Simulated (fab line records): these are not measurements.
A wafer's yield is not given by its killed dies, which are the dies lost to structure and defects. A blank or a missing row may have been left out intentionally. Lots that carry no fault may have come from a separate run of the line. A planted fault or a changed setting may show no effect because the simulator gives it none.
2 desks, one fault | flow rit_cmos | what lay behind the numbers comes last; until then each desk has only its own

== THE METROLOGY DESK ==
Lot by lot, what the gauges showed, no matter which tool ran the lot: averages of those sampled wafers that carry a number. If a lot's mean is further than 4 standard deviations from the usual mean, the lot is out of limits and carries the mark OUT (the distance appears in the brackets).
Columns: A = cd_nm at RIT_CONTACT_CD_MEAS_08, usual 1000.6 nm; B = CONTACT_OVL at RIT_CONTACT_OVL_MEAS_09, usual 0.1 nm; C = cd_nm at RIT_CONTACT_CD_MEAS_90, usual 1000.5 nm; D = M1_AL_RS at RIT_M1_RS_MEAS_01, usual 0.0702 ohm/sq
lot  | first seen here | A      | B    | C      | D
L168 | day 4 08:31     | 1004.7 | 1.6  | 1004.7 | 0.0702
L170 | day 4 18:10     | 1000.5 | -0.3 | 1000.9 | 0.0701
L176 | day 5 21:26     | 996.5  | 0.2  | 996.8  | 0.0708
L180 | day 6 15:34     | 1000.6 | -0.5 | 1000.3 | 0.0715
L183 | day 7 02:19     | 997.7  | 1.1  | 997.8  | 0.0702
L186 | day 7 22:07     | 1000.3 | 0.2  | 1000.3 | 0.0696
Result from this desk: across the 6 lots, nothing is out of limits.

== THE TOOL OWNER'S DESK: pvd_sputter-03 ==
The tool's own readings at RIT_M1_SPUTTER_00 (material Al, target thk 400 nm, time 522.4 s): means of the sampled wafers that have a number, for each lot that ran on this tool. If a lot's mean is further than 4 standard deviations from the usual mean, the lot is out of limits and carries the mark OUT (the distance appears in the brackets).
Columns: A = chamber_pressure_pa at RIT_M1_SPUTTER_00, usual 0.4001 Pa; B = throttle_valve_pct at RIT_M1_SPUTTER_00, usual 29.8 %
lot  | first seen here | A                | B
L168 | day 4 09:53     | 0.4004           | 30.5
L170 | day 4 19:28     | 0.4006           | 29.6
L176 | day 5 22:35     | 0.4176 (+22) OUT | 29.0
L180 | day 6 17:08     | 0.4185 (+24) OUT | 29.0
This desk's finding: out of limits on L176, L180; first on L176, day 5 22:35 (chamber_pressure_pa at RIT_M1_SPUTTER_00). In limits: L168, L170.

== ALL TOGETHER ==
An alarm could have come from the tool owner's desk at day 5 22:35, on L176, L180.
Nothing out of limits was seen by the metrology desk.
The metrology desk has L176, L180 on record, within its limits.
RIT_M1_SPUTTER_00 was run on pvd_sputter-03 by each of the lots named.

== WHAT WAS PUT IN BY THE SIMULATOR ==
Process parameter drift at RIT_M1_SPUTTER_00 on pvd_sputter-03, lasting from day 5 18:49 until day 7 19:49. Setting chamber_pressure_pa, moved by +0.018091, from 0.4. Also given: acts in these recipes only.
Lots struck among those shown: L176, L180.
Time in hours from fault onset to the first out-of-limits reading at each desk: the tool owner's desk, 4.
